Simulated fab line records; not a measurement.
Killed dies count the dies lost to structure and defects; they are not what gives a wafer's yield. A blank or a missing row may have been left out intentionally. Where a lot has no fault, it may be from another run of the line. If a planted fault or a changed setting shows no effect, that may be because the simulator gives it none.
Chamber matching    flow berkeley cmos170    rie si-01 running UCB170_GATE_ETCH_15: 4 sister chambers
The step etches poly-Si in HBr/Cl2, stops on SiO2, time 56.3 s, target depth 278.2 nm. 14 wafers are shown with their chamber, then 7 later ones without.

WAFERS, EACH WITH ITS CHAMBER
wafer   chamber  drypump motor current A (A)  throttle valve pct (%)  oes product au (a.u.)
L184.1  0        6.0                          26.29                   0.836
L184.4  3        6.3                          26.71                   0.848
L184.5  3        6.3                          26.70                   0.851
L186.1  2        4.6                          26.34                   0.833
L186.3  1        6.7                          26.35                   0.851
L186.4  3        6.3                          26.70                   0.851
L188.1  3        6.3                          26.71                   0.848
L188.3  0        5.9                          26.29                   0.836
L188.4  2        4.6                          26.35                   0.819
L190.1  0        6.0                          26.27                   0.839
L190.5  2        4.6                          26.36                   0.841
L190.6  0        6.0                          26.29                   0.846
L195.3  2        4.6                          26.34                   0.823
L195.4  1        6.7                          26.52                   0.813

SIGNATURES (means of the wafers above)
reading                  chamber 0  chamber 1  chamber 2  chamber 3  scatter within a chamber
drypump motor current A  5.975      6.700      4.600      6.300      0.0274
throttle valve pct       26.2850    26.4350    26.3475    26.7050    0.0389
oes product au           0.83925    0.83200    0.82900    0.84950    0.0105
Rule: for a wafer and a chamber, the distance is found by dividing, reading by reading, the gap between the wafer's reading and the chamber's mean by the reading's scatter, squaring, summing and taking the root. The wafer belongs to the nearest chamber; if the next one is less than 2 further off, it can't be placed. The scatter is the square root of a quotient: the sum, over the shown wafers, of each reading's squared deviation from its chamber's mean, divided by wafers minus chambers.

WAFERS WHOSE CHAMBER IS MISSING
wafer   drypump motor current A (A)  throttle valve pct (%)  oes product au (a.u.)
L195.6  6.3                          26.71                   0.840
L201.1  4.6                          26.36                   0.822
L201.5  6.7                          26.50                   0.809
L201.6  4.6                          26.34                   0.824
L206.2  6.3                          26.70                   0.851
L206.4  4.6                          26.34                   0.831
L206.5  6.3                          26.72                   0.855

EACH ONE'S CHAMBER
wafer   from the rows above  in truth
L195.6  3                    3
L201.1  2                    2
L201.5  1                    1
L201.6  2                    2
L206.2  3                    3
L206.4  2                    2
L206.5  3                    3
7 of 7 placed correctly. Not placeable from these rows: 0. Number placed wrongly: 0.
